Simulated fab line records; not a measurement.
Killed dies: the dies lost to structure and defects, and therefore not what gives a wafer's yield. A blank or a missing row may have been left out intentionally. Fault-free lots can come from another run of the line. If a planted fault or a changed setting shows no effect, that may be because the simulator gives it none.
fab line records	flow berkeley-cmos170	part 1 of 2: steps 1 to 34 of 44
record lots=6	wafers=18	last-day=12
route steps=331 shown SDANNEAL@205 PSD@206 NSD@207 PLDD@208 NLDD@209 SILICIDE@210 CONTACT@216 M1@238 M3@331
lots with no fault: from the same line, run without faults
start-h: the number of hours between the record's first day and the start of the first shown wafer of the lot	wait-h: time in hours since the lot's previous step	" as in the row above	L1.1+2: several wafers, shown together as one row	- no value, or no start given	* or withheld: withheld	< > ~ a bound
route shown NAME@n: a module of which the file shows steps, and the number in the route of the first	usual: mean and standard deviation over wafers with no fault	same: alike in all rows	chamber/n: place in a boat	sites: readings site by site	_std_site: the values' standard deviation	_edge_site: inner sites' mean taken away from outer sites' mean	radius-mm: for every site, how far away it sits from the centre of the wafer	mask NAME#n: copy n	behind: the tool/chamber that last shaped the wafer	hold: reason for holding the lot/hours on hold/outcome of the hold	device: whichever transistor did not switch (one of n, p or np)	end of line: at the end of the route, the tests of the same wafers	a step given without rows: its recipe and nothing more	killed: at the first sort, the dies lost to defects and structure; wafer yield is something else	map: a wafer's dies, marking killed ones x, the rest . and places with no die _
set.NAME: setting as actually run; set.NAME@STEP: the setting as run at that earlier step	model.NAME: the simulator's own value behind a step, which no gauge read
a table for each step, a row for each wafer; lots at some steps of the route
services: from which hour (start-h, from the record's first day; less than 0 if before it) a tool's chamber was out of use, for how many hours, and why
## steps
# step UCB170_SDANNEAL_RTA_01
# recipe temp-c=1050	time-s=5	ambient=N2
# step UCB170_SDANNEAL_RS_MEAS_02
# recipe thk-meas-gauge=four-point-probe
# usual PSD_RS=75.47/0.26
lot.wafer	tool	chamber	start-h	wait-h	PSD_RS[ohm/sq]
L382.3	film-metro-03	-	155.56	0.1	75.37
L382.4	"	-	"	"	75.75
L382.6	"	-	"	"	75.36
L386.1	film-metro-03	-	180.41	0.0	75.83
L386.2	"	-	"	"	75.70
L386.5	"	-	"	"	75.69
L393.1	film-metro-03	-	227.24	0.0	75.40
L393.4	"	-	"	"	75.14
L393.5	"	-	"	"	75.24
L396.2	film-metro-02	-	240.33	0.1	75.48
L396.3	"	-	"	"	75.55
L396.6	"	-	"	"	75.26
L398.3	film-metro-03	-	240.47	0.1	75.75
L398.4	"	-	"	"	75.27
L398.5	"	-	"	"	75.56
L402.1	film-metro-03	-	256.10	0.0	75.66
L402.4	"	-	"	"	75.43
L402.5	"	-	"	"	75.62
# step UCB170_SDANNEAL_RS_MEAS_03
# recipe thk-meas-gauge=four-point-probe
# usual NSD_RS=37.27/0.085
lot.wafer	tool	chamber	start-h	wait-h	NSD_RS[ohm/sq]
L382.3	film-metro-03	-	155.68	0.1	37.24
L382.4	"	-	"	"	37.23
L382.6	"	-	"	"	37.32
L386.1	film-metro-03	-	180.53	0.1	37.23
L386.2	"	-	"	"	37.20
L386.5	"	-	"	"	37.17
L393.1	film-metro-03	-	227.36	0.1	37.09
L393.4	"	-	"	"	37.13
L393.5	"	-	"	"	37.10
L396.2	film-metro-02	-	240.45	0.1	37.15
L396.3	"	-	"	"	37.27
L396.6	"	-	"	"	37.15
L398.3	film-metro-03	-	240.59	0.1	37.43
L398.4	"	-	"	"	37.44
L398.5	"	-	"	"	37.32
L402.1	film-metro-03	-	256.22	0.1	37.15
L402.4	"	-	"	"	37.24
L402.5	"	-	"	"	37.20
# step UCB170_SDANNEAL_RS_MEAS_04
# recipe thk-meas-gauge=four-point-probe
# usual PLDD_RS=1032/3.1
lot.wafer	tool	chamber	start-h	wait-h	PLDD_RS[ohm/sq]
L382.3	film-metro-03	-	155.80	0.1	1030
L382.4	"	-	"	"	1031
L382.6	"	-	"	"	1031
L386.1	film-metro-03	-	180.65	0.1	1040
L386.2	"	-	"	"	1034
L386.5	"	-	"	"	1033
L393.1	film-metro-03	-	227.48	0.1	1035
L393.4	"	-	"	"	1035
L393.5	"	-	"	"	1036
L396.2	film-metro-02	-	240.57	0.1	1027
L396.3	"	-	"	"	1030
L396.6	"	-	"	"	1028
L398.3	film-metro-03	-	240.71	0.1	1034
L398.4	"	-	"	"	1035
L398.5	"	-	"	"	1034
L402.1	film-metro-03	-	256.34	0.1	1029
L402.4	"	-	"	"	1033
L402.5	"	-	"	"	1031
# step UCB170_SDANNEAL_RS_MEAS_05
# recipe thk-meas-gauge=four-point-probe
# usual NLDD_RS=616.4/1.6
lot.wafer	tool	chamber	start-h	wait-h	NLDD_RS[ohm/sq]
L382.3	film-metro-03	-	155.92	0.1	620.1
L382.4	"	-	"	"	616.5
L382.6	"	-	"	"	619.8
L386.1	film-metro-03	-	180.77	0.1	617.5
L386.2	"	-	"	"	615.7
L386.5	"	-	"	"	616.0
L393.1	film-metro-03	-	227.60	0.1	615.2
L393.4	"	-	"	"	615.7
L393.5	"	-	"	"	615.2
L396.2	film-metro-02	-	240.69	0.1	615.0
L396.3	"	-	"	"	617.4
L396.6	"	-	"	"	618.8
L398.3	film-metro-03	-	240.83	0.1	618.2
L398.4	"	-	"	"	619.6
L398.5	"	-	"	"	618.9
L402.1	film-metro-03	-	256.46	0.1	616.4
L402.4	"	-	"	"	619.9
L402.5	"	-	"	"	616.7
# step UCB170_SILICIDE_PRE_CLEAN_00
# recipe gas=Ar	preclean-etch-time-s=60
# step UCB170_SILICIDE_SPUTTER_01
# recipe material=Ti	target-thk-nm=30	time-s=25	power-w=1500	chamber-pressure-pa=0.5
# usual cathode-dc-power-W=1499.9/0.26	throttle-valve-pct=30.1/0.86
lot.wafer	tool	chamber	start-h	wait-h	cathode-dc-power-W	throttle-valve-pct
L382.3	pvd-sputter-04	-	156.06	0.0	1499.9	30.7
L382.4	"	-	"	"	1500.2	30.7
L382.6	"	-	"	"	1500.2	31.7
L386.1	pvd-sputter-02	-	180.96	0.0	1500.3	28.3
L386.2	"	-	"	"	1500.1	29.7
L386.5	"	-	"	"	1499.9	28.4
L393.1	pvd-sputter-04	-	227.79	0.0	1500.0	31.5
L393.4	"	-	"	"	1499.7	30.6
L393.5	"	-	"	"	1499.6	30.8
L396.2	pvd-sputter-01	-	240.85	0.0	1499.9	30.3
L396.3	"	-	"	"	1500.1	30.8
L396.6	"	-	"	"	1500.0	30.3
L398.3	pvd-sputter-04	-	240.98	0.0	1499.9	31.2
L398.4	"	-	"	"	1500.1	30.7
L398.5	"	-	"	"	1500.1	30.7
L402.1	pvd-sputter-02	-	256.65	0.0	1499.9	30.7
L402.4	"	-	"	"	1500.0	30.0
L402.5	"	-	"	"	1500.3	30.4
# step UCB170_SILICIDE_RS_MEAS_02
# recipe thk-meas-gauge=four-point-probe	reads=Ti_of_SILICIDE_SPUTTER_01
# usual SILICIDE_TI_RS=26.21/0.3
lot.wafer	tool	chamber	start-h	wait-h	SILICIDE_TI_RS[ohm/sq]
L382.3	film-metro-04	-	156.13	0.1	26.67
L382.4	"	-	"	"	27.07
L382.6	"	-	"	"	26.77
L386.1	film-metro-04	-	180.99	0.0	25.79
L386.2	"	-	"	"	25.78
L386.5	"	-	"	"	25.82
L393.1	film-metro-03	-	227.82	0.0	26.18
L393.4	"	-	"	"	25.83
L393.5	"	-	"	"	25.88
L396.2	film-metro-04	-	240.90	0.0	26.05
L396.3	"	-	"	"	26.19
L396.6	"	-	"	"	26.18
L398.3	film-metro-03	-	241.05	0.1	26.73
L398.4	"	-	"	"	26.24
L398.5	"	-	"	"	26.68
L402.1	film-metro-04	-	256.68	0.0	26.31
L402.4	"	-	"	"	25.92
L402.5	"	-	"	"	26.24
# step UCB170_SILICIDE_THK_MEAS_03
# recipe thk-meas-gauge=xrf	reads=Ti_of_SILICIDE_SPUTTER_01
# usual SILICIDE_TI_THK=29.5/0.33
lot.wafer	tool	chamber	start-h	wait-h	SILICIDE_TI_THK[nm]
L382.3	film-metro-04	-	156.23	0.1	29.3
L382.4	"	-	"	"	28.9
L382.6	"	-	"	"	29.0
L386.1	film-metro-04	-	181.11	0.1	30.2
L386.2	"	-	"	"	29.9
L386.5	"	-	"	"	30.1
L393.1	film-metro-03	-	227.94	0.1	29.5
L393.4	"	-	"	"	29.8
L393.5	"	-	"	"	29.8
L396.2	film-metro-04	-	241.01	0.1	29.7
L396.3	"	-	"	"	29.7
L396.6	"	-	"	"	29.9
L398.3	film-metro-03	-	241.15	0.1	28.9
L398.4	"	-	"	"	29.4
L398.5	"	-	"	"	29.0
L402.1	film-metro-04	-	256.80	0.1	29.5
L402.4	"	-	"	"	29.9
L402.5	"	-	"	"	29.6
# step UCB170_SILICIDE_RTA_04
# recipe temp-c=650	time-s=15	ambient=N2
# step UCB170_SILICIDE_WET_ETCH_05
# recipe chemistry=SPM	time-s=45	temp-c=120	target=Ti
# step UCB170_CONTACT_CLEAN_00
# recipe chemistry=SPM	temp-c=120	time-s=600
# step UCB170_CONTACT_CVD_01
# recipe material=PSG	target-thk-nm=700	temp-c=450	precursor=SiH4/O2/PH3	time-s=2820	pressure-mtorr=300	sih4-flow-sccm=60	o2-flow-sccm=90	ph3-flow-sccm=25
# usual sih4-flow-sccm=60.04/0.15	spike-tc-centre-C=453.0/1.5
lot.wafer	tool	chamber	start-h	wait-h	sih4-flow-sccm	spike-tc-centre-C	model.PSG_of_CONTACT_CVD_01.thk-nm
L382.3	lpcvd-02	1	156.55	0.0	60.08	453.0	697.5
L382.4	"	1	"	"	60.03	452.2	694.3
L382.6	"	1	"	"	59.95	452.4	699.3
L386.1	lpcvd-01	0	181.46	0.0	60.25	452.6	697.6
L386.2	"	0	"	"	59.97	456.0	693.8
L386.5	"	0	"	"	59.90	453.3	697.6
L393.1	lpcvd-01	1	228.67	0.0	72.30	454.4	732.5
L393.4	"	1	"	"	72.28	452.8	732.8
L393.5	"	1	"	"	72.05	454.8	726.6
L396.2	lpcvd-02	0	241.73	0.4	60.05	452.7	696.5
L396.3	"	0	"	"	60.16	451.9	699.8
L396.6	"	0	"	"	60.08	451.3	698
L398.3	lpcvd-01	0	242.93	1.1	72.05	452.8	747.5
L398.4	"	0	"	"	71.99	453.3	749.9
L398.5	"	0	"	"	72.16	453.6	749.4
L402.1	lpcvd-02	0	257.58	0.1	60.03	451.6	691.9
L402.4	"	0	"	"	59.83	452.1	691.4
L402.5	"	0	"	"	59.90	451.8	692
# step UCB170_CONTACT_THK_MEAS_02
# recipe reads=PSG_of_CONTACT_CVD_01
# usual CONTACT_PSG_THK=694/5.8
lot.wafer	tool	chamber	start-h	wait-h	CONTACT_PSG_THK[nm]
L382.3	film-metro-04	-	158.35	0.0	697
L382.4	"	-	"	"	694
L382.6	"	-	"	"	699
L386.1	film-metro-04	-	183.24	0.0	698
L386.2	"	-	"	"	694
L386.5	"	-	"	"	697
L393.1	film-metro-03	-	230.45	0.0	732
L393.4	"	-	"	"	733
L393.5	"	-	"	"	727
L396.2	film-metro-01	-	243.52	0.0	696
L396.3	"	-	"	"	700
L396.6	"	-	"	"	698
L398.3	film-metro-04	-	244.73	0.0	748
L398.4	"	-	"	"	750
L398.5	"	-	"	"	750
L402.1	film-metro-03	-	259.36	0.0	692
L402.4	"	-	"	"	692
L402.5	"	-	"	"	692
# step UCB170_CONTACT_HMDS_03
# recipe prime-time-s=60	prime-temp-c=100
# step UCB170_CONTACT_COAT_04
# recipe resist=KrF	spin-rpm=1500	resist-thk-nm=900
# step UCB170_CONTACT_SOFTBAKE_05
# recipe resist=KrF	temp-c=130	time-s=60
# step UCB170_CONTACT_STRIP_06
# recipe chemistry=O2	power-w=400	pressure-mtorr=3500	platen-temp-c=withheld	o2-flow-sccm=400	overash-fraction=0.5
# usual drypump-motor-current-A=5.7/0.41	oes-product-au=0.735/0.0044	strip-time-to-endpoint-s=21.94/0.069
lot.wafer	tool	chamber	start-h	wait-h	drypump-motor-current-A	oes-product-au	rf-hours-counter-h	strip-time-to-endpoint-s
L382.3	plasma-asher-01	0	158.87	0.1	5.1	0.733	-	21.91
L382.4	"	1	"	"	6.2	0.733	-	21.91
L382.6	"	0	"	"	5.1	0.731	-	21.96
L386.1	plasma-asher-02	1	183.75	0.1	5.9	0.732	49	22.08
L386.2	"	0	"	"	5.7	0.743	49	22.02
L386.5	"	1	"	"	5.9	0.732	-	22.01
L393.1	plasma-asher-02	1	231.00	0.1	5.9	0.731	55	22.02
L393.4	"	0	"	"	5.6	0.736	-	22.01
L393.5	"	1	"	"	5.9	0.740	-	22.04
L396.2	plasma-asher-02	0	244.38	0.1	5.7	0.743	56	22.05
L396.3	"	1	"	"	5.9	0.735	-	21.97
L396.6	"	0	"	"	5.7	0.730	-	22.01
L398.3	plasma-asher-01	0	245.45	0.1	5.1	0.733	-	21.90
L398.4	"	1	"	"	6.2	0.734	-	21.92
L398.5	"	0	"	"	5.1	0.730	-	21.93
L402.1	plasma-asher-01	1	259.89	0.1	6.3	0.736	16	21.91
L402.4	"	1	"	"	6.3	0.745	-	21.99
L402.5	"	1	"	"	6.3	0.723	-	21.98
# step UCB170_CONTACT_CLEAN_07
# recipe chemistry=SPM	temp-c=120	time-s=600
# step UCB170_CONTACT_RTA_08
# recipe temp-c=900	time-s=10	ambient=N2
# step UCB170_CONTACT_COAT_09
# recipe resist=BARC	temp-c=withheld	time-s=withheld	spin-rpm=3000	resist-thk-nm=withheld
# step UCB170_CONTACT_COAT_10
# recipe resist=KrF	spin-rpm=1500	resist-thk-nm=900
# step UCB170_CONTACT_SOFTBAKE_11
# recipe resist=KrF	temp-c=130	time-s=60
# step UCB170_CONTACT_EXPOSE_12
# recipe mask-id=CONT	target-cd-nm=700	na=0.5	sigma-outer=0.6	source-shape=conventional	dose-mj=35
# step UCB170_CONTACT_PEB_13
# recipe peb-temp-c=130	peb-time-s=withheld	resist=KrF
# step UCB170_CONTACT_DEVELOP_14
# recipe developer=TMAH	develop-time-s=45	resist=KrF	dev-temp-c=21
# step UCB170_CONTACT_CD_MEAS_15
# recipe target-cd-nm=700
# usual cd-nm=700.1/1.2
lot.wafer	tool	chamber	start-h	wait-h	cd-nm
L382.3	cd-sem-01	-	160.06	-	700.0
L382.4	"	-	"	"	700.4
L382.6	"	-	"	"	699.4
L386.1	cd-sem-02	-	184.94	-	699.6
L386.2	"	-	"	"	698.6
L386.5	"	-	"	"	699.9
L393.1	cd-sem-02	-	232.18	-	700.6
L393.4	"	-	"	"	700.5
L393.5	"	-	"	"	699.8
L396.2	cd-sem-01	-	245.92	-	698.6
L396.3	"	-	"	"	698.6
L396.6	"	-	"	"	699.1
L398.3	cd-sem-02	-	246.94	-	700.2
L398.4	"	-	"	"	701.4
L398.5	"	-	"	"	701.5
L402.1	cd-sem-01	-	261.28	-	700.2
L402.4	"	-	"	"	701.3
L402.5	"	-	"	"	699.0
# step UCB170_CONTACT_OVL_MEAS_16
# usual CONTACT_OVL=1/4.9
lot.wafer	tool	chamber	start-h	wait-h	CONTACT_OVL[nm]
L382.3	overlay-02	-	160.15	0.1	-2
L382.4	"	-	"	"	-7
L382.6	"	-	"	"	-5
L386.1	overlay-01	-	185.06	0.1	1
L386.2	"	-	"	"	3
L386.5	"	-	"	"	1
L393.1	overlay-02	-	232.30	0.1	0
L393.4	"	-	"	"	-1
L393.5	"	-	"	"	3
L396.2	overlay-01	-	246.02	0.1	1
L396.3	"	-	"	"	0
L396.6	"	-	"	"	4
L398.3	overlay-01	-	247.03	0.1	5
L398.4	"	-	"	"	5
L398.5	"	-	"	"	3
L402.1	overlay-01	-	261.40	0.1	-4
L402.4	"	-	"	"	-7
L402.5	"	-	"	"	-9
# step UCB170_CONTACT_ETCH_17
# recipe chemistry=N2/H2	target-depth-a=withheld	overetch-a=withheld	target=BARC	time-s=withheld	source-w=500	bias-w=100	pressure-mtorr=30	n2-flow-sccm=100	h2-flow-sccm=200
# usual bias-w=100.01/0.28	drypump-motor-current-A=5.5/0.43	oes-product-au=0.994/0.017	throttle-valve-pct=13.26/0.16
lot.wafer	tool	chamber	start-h	wait-h	bias-w	drypump-motor-current-A	oes-product-au	throttle-valve-pct
L382.3	rie-diel-01	2	160.18	0.0	100.11	5.7	1.012	13.47
L382.4	"	3	"	"	100.63	5.3	0.983	13.28
L382.6	"	3	"	"	100.18	5.3	0.981	13.28
L386.1	rie-diel-04	0	185.09	0.0	100.08	5.2	0.972	13.42
L386.2	"	3	"	"	100.22	5.2	0.992	13.42
L386.5	"	3	"	"	100.42	5.2	0.997	13.41
L393.1	rie-diel-04	1	232.34	0.0	100.39	5.3	0.969	13.37
L393.4	"	3	"	"	100.31	5.2	0.991	13.41
L393.5	"	2	"	"	100.20	6.6	0.995	13.46
L396.2	rie-diel-04	1	246.05	0.0	100.41	5.3	0.962	13.37
L396.3	"	0	"	"	100.04	5.2	0.964	13.41
L396.6	"	1	"	"	100.20	5.3	0.970	13.38
L398.3	rie-diel-02	0	247.05	0.0	99.53	5.0	1.005	13.04
L398.4	"	3	"	"	99.99	5.5	1.020	13.17
L398.5	"	3	"	"	99.65	5.5	1.013	13.17
L402.1	rie-diel-01	2	261.44	0.0	100.12	5.7	1.013	13.44
L402.4	"	3	"	"	99.82	5.3	0.993	13.30
L402.5	"	0	"	"	99.62	5.9	1.002	13.05
# step UCB170_CONTACT_ETCH_18
# recipe chemistry=CHF3/CF4/Ar	target=PSG	stop-on=TiSi2	CHF3_flow_sccm=45	cf4-flow-sccm=15	Ar_flow_sccm=150	pressure-mtorr=200	rf-w=700	target-depth-a=8400	over-etch-frac=0.2	time-s=195
# usual drypump-motor-current-A=5.5/0.42	oes-product-au=0.883/0.014	throttle-valve-pct=6.89/0.12
lot.wafer	tool	chamber	start-h	wait-h	drypump-motor-current-A	oes-product-au	rf-hours-counter-h	throttle-valve-pct	model.etch.depth-nm	model.CONTACT.feature-depth-nm
L382.3	rie-diel-01	2	-	-	5.7	0.902	12	7.02	697.5	697.5
L382.4	"	3	"	"	5.4	0.867	110	6.87	694.3	694.3
L382.6	"	3	"	"	5.4	0.868	-	6.87	699.3	699.3
L386.1	rie-diel-04	0	-	-	5.2	0.869	15	7.07	697.6	697.6
L386.2	"	3	"	"	5.2	0.882	1	6.94	693.8	693.8
L386.5	"	3	"	"	5.2	0.888	-	6.93	697.6	697.6
L393.1	rie-diel-04	1	-	-	5.3	0.899	124	7.00	732.5	732.5
L393.4	"	3	"	"	5.2	0.910	3	6.93	732.8	732.8
L393.5	"	2	"	"	6.6	0.917	-	7.03	726.6	726.6
L396.2	rie-diel-04	1	-	-	5.3	0.872	125	6.98	696.5	696.5
L396.3	"	0	"	"	5.2	0.870	19	7.07	699.8	699.8
L396.6	"	1	"	"	5.3	0.868	-	7.00	698	698
L398.3	rie-diel-02	0	-	-	5.0	0.938	89	6.78	747.5	747.5
L398.4	"	3	"	"	5.6	0.936	0	6.83	749.9	749.9
L398.5	"	3	"	"	5.5	0.940	-	6.84	749.4	749.4
L402.1	rie-diel-01	2	-	-	5.7	0.894	16	7.02	691.9	691.9
L402.4	"	3	"	"	5.4	0.865	115	6.88	691.4	691.4
L402.5	"	0	"	"	5.9	0.899	-	6.73	692	692
# step UCB170_CONTACT_STRIP_19
# recipe chemistry=O2	power-w=400	pressure-mtorr=3500	platen-temp-c=withheld	o2-flow-sccm=400	overash-fraction=0.5
# usual drypump-motor-current-A=5.6/0.39	oes-product-au=0.726/0.0039
lot.wafer	tool	chamber	start-h	wait-h	drypump-motor-current-A	oes-product-au	rf-hours-counter-h
L382.3	plasma-asher-02	0	160.38	-	5.7	0.727	-
L382.4	"	1	"	"	6.0	0.724	-
L382.6	"	1	"	"	5.9	0.726	-
L386.1	plasma-asher-02	0	185.26	-	5.7	0.725	49
L386.2	"	1	"	"	6.0	0.727	49
L386.5	"	0	"	"	5.7	0.724	-
L393.1	plasma-asher-01	0	232.50	-	5.1	0.722	13
L393.4	"	1	"	"	6.3	0.719	-
L393.5	"	1	"	"	6.2	0.725	-
L396.2	plasma-asher-02	0	246.22	-	5.7	0.722	57
L396.3	"	0	"	"	5.7	0.728	-
L396.6	"	1	"	"	5.9	0.726	-
L398.3	plasma-asher-02	1	247.25	-	5.9	0.722	-
L398.4	"	0	"	"	5.7	0.728	-
L398.5	"	0	"	"	5.6	0.727	-
L402.1	plasma-asher-02	0	261.60	-	5.7	0.727	58
L402.4	"	0	"	"	5.7	0.720	-
L402.5	"	1	"	"	5.9	0.725	-
# step UCB170_CONTACT_CD_MEAS_90
# recipe target-cd-nm=700
# usual cd-nm=700.2/1.3
lot.wafer	tool	chamber	start-h	wait-h	cd-nm
L382.3	cd-sem-01	-	160.49	0.1	700.3
L382.4	"	-	"	"	701.5
L382.6	"	-	"	"	700.1
L386.1	cd-sem-01	-	185.36	0.1	699.4
L386.2	"	-	"	"	699.1
L386.5	"	-	"	"	700.3
L393.1	cd-sem-02	-	232.60	0.1	700.1
L393.4	"	-	"	"	699.8
L393.5	"	-	"	"	699.8
L396.2	cd-sem-01	-	246.34	0.1	697.5
L396.3	"	-	"	"	698.8
L396.6	"	-	"	"	699.1
L398.3	cd-sem-02	-	247.36	0.1	700.0
L398.4	"	-	"	"	700.6
L398.5	"	-	"	"	701.2
L402.1	cd-sem-02	-	261.70	0.1	700.0
L402.4	"	-	"	"	702.3
L402.5	"	-	"	"	699.7
# step UCB170_CONTACT_CLEAN_20
# recipe chemistry=SPM	temp-c=120	time-s=600
# step UCB170_M1_SPUTTER_00
# recipe material=Al	target-thk-nm=600	time-s=80	power-w=6000	chamber-pressure-pa=0.5
# usual cathode-dc-power-W=5999.7/1.1	throttle-valve-pct=29.7/0.67
lot.wafer	tool	chamber	start-h	wait-h	cathode-dc-power-W	throttle-valve-pct
L382.3	pvd-sputter-01	-	160.74	0.0	6000.6	30.0
L382.4	"	-	"	"	6000.8	30.9
L382.6	"	-	"	"	6000.2	28.9
L386.1	pvd-sputter-02	-	185.70	0.0	5999.8	29.9
L386.2	"	-	"	"	5999.3	28.3
L386.5	"	-	"	"	6000.9	30.1
L393.1	pvd-sputter-02	-	232.90	0.0	5998.5	29.8
L393.4	"	-	"	"	6002.4	30.9
L393.5	"	-	"	"	5997.3	28.1
L396.2	pvd-sputter-01	-	246.82	0.0	6000.3	30.2
L396.3	"	-	"	"	5999.7	30.3
L396.6	"	-	"	"	5998.5	30.2
L398.3	pvd-sputter-02	-	247.61	0.0	5999.3	30.0
L398.4	"	-	"	"	5999.2	29.9
L398.5	"	-	"	"	5999.1	30.6
L402.1	pvd-sputter-02	-	262.01	0.0	5998.7	29.7
L402.4	"	-	"	"	6001.6	30.3
L402.5	"	-	"	"	5999.0	28.5
## key
first-sign step=UCB170_CONTACT_CVD_01	reading=sih4-flow-sccm	direction=up	sigmas=79	usual=60.04	struck=72.14
effect step=UCB170_CONTACT_THK_MEAS_02	reading=CONTACT_PSG_THK	direction=up	sigmas=7.9	usual=694	struck=740
effect step=UCB170_CONTACT_ETCH_18	reading=oes-product-au	direction=up	sigmas=3	usual=0.883	struck=0.923
model-effect step=UCB170_CONTACT_CVD_01	value=PSG_of_CONTACT_CVD_01.thk-nm	without=691.8	struck=739.8
model-effect step=UCB170_CONTACT_ETCH_18	value=etch.depth-nm	without=691.8	struck=739.8
model-effect step=UCB170_M1_METAL_ETCH_12	value=PSG_of_CONTACT_CVD_01.thk-nm	without=654.1	struck=702.1
model-effect step=UCB170_M3_PROBE_99	value=etest.field-p-metal.vt-v	without=-58.84	struck=-61.63
met-at UCB170_CONTACT_CVD_01
struck-wafers L393.1,L393.4,L393.5,L398.3,L398.4,L398.5
tester-left-out L393,L398
onset-between 181.46 228.67
fault kind=process-parameter-drift	tool=lpcvd-01	chamber=-	onset-h=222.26	steps=UCB170_CONTACT_CVD_01	channel=sih4-flow-sccm	offset=12	shape=step	end-h=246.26	acts-in=these-recipes-only	stated=60
# tester-left-out: of these lots the tester's yield and bins aren't shown, on N5 and GAA mostly nor the transistor test; their killed dies are dies lost to structure and defects alone, not to doping, threshold or leakage, so they don't give the yield
